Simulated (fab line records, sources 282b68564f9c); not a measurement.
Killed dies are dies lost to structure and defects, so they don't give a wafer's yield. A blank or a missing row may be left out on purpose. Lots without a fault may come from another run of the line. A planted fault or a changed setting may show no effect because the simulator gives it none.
Which tool did it? | flow rit_cmos | 14 lots, 42 wafers sampled, at 1 step of a route of 202

WHAT THE GAUGES READ, wafer by wafer
RIT_GATE_OVL_MEAS_17. Usual: GATE_OVL -0.7 nm, standard deviation 1.6.
lot  | measured    | on         | GATE_OVL (nm)  | flag
L132 | day 2 17:36 | overlay-01 | -2.6 -0.6 -1.6 |
L133 | day 2 18:05 | overlay-02 | -0.9 -1.7 -0.6 |
L134 | day 3 01:52 | overlay-02 | 0.5 1.6 0.1    |
L135 | day 3 05:37 | overlay-02 | 2.5 2.8 3.0    |
L136 | day 3 10:23 | overlay-02 | -1.0 -1.9 -1.4 |
L137 | day 3 15:54 | overlay-02 | 0.7 1.0 2.3    |
L139 | day 4 05:21 | overlay-02 | -0.4 1.2 -1.4  |
L146 | day 5 16:47 | overlay-02 | -3.0 -1.5 -1.0 |
L147 | day 5 17:31 | overlay-02 | -2.0 -1.3 -0.2 |
L149 | day 6 08:03 | overlay-02 | -2.6 -1.6 -0.5 |
L151 | day 6 13:22 | overlay-01 | 1.2 0.4 2.1    |
L152 | day 6 20:20 | overlay-02 | -3.3 -3.0 -2.1 |
L153 | day 7 02:22 | overlay-02 | -1.1 -1.4 -0.4 |
L155 | day 7 09:43 | overlay-01 | 0.0 0.3 0.8    |

WHICH TOOL RAN EACH LOT (tool, then ch and the chambers of the sampled wafers, then the start)
The record holds no process step before these readings.

WHAT THE TOOLS THEMSELVES READ (means of the sampled wafers that have a number; where no wafer has one, the mark that the record gives instead)
The record holds no such reading with a usual standard deviation.

THE ANSWER, worked out from the rows above alone
Rule: a lot is off if the mean of its wafers that have a number lies more than 3 standard deviations from the usual mean. A lot without any number at a reading at which 4 lots or more have one is off too. The other lots that the step has rows for count as sound. The gauges are gone through in route order, then the tools' own readings, and for those a lot's mean is taken as printed above. The first step at which some lot is off is used, and at that step the reading that is off furthest; a lot without a number counts as furthest.
No lot is off at any reading shown: from this, nothing can be told.

WHAT THE SIMULATOR HAD PUT IN
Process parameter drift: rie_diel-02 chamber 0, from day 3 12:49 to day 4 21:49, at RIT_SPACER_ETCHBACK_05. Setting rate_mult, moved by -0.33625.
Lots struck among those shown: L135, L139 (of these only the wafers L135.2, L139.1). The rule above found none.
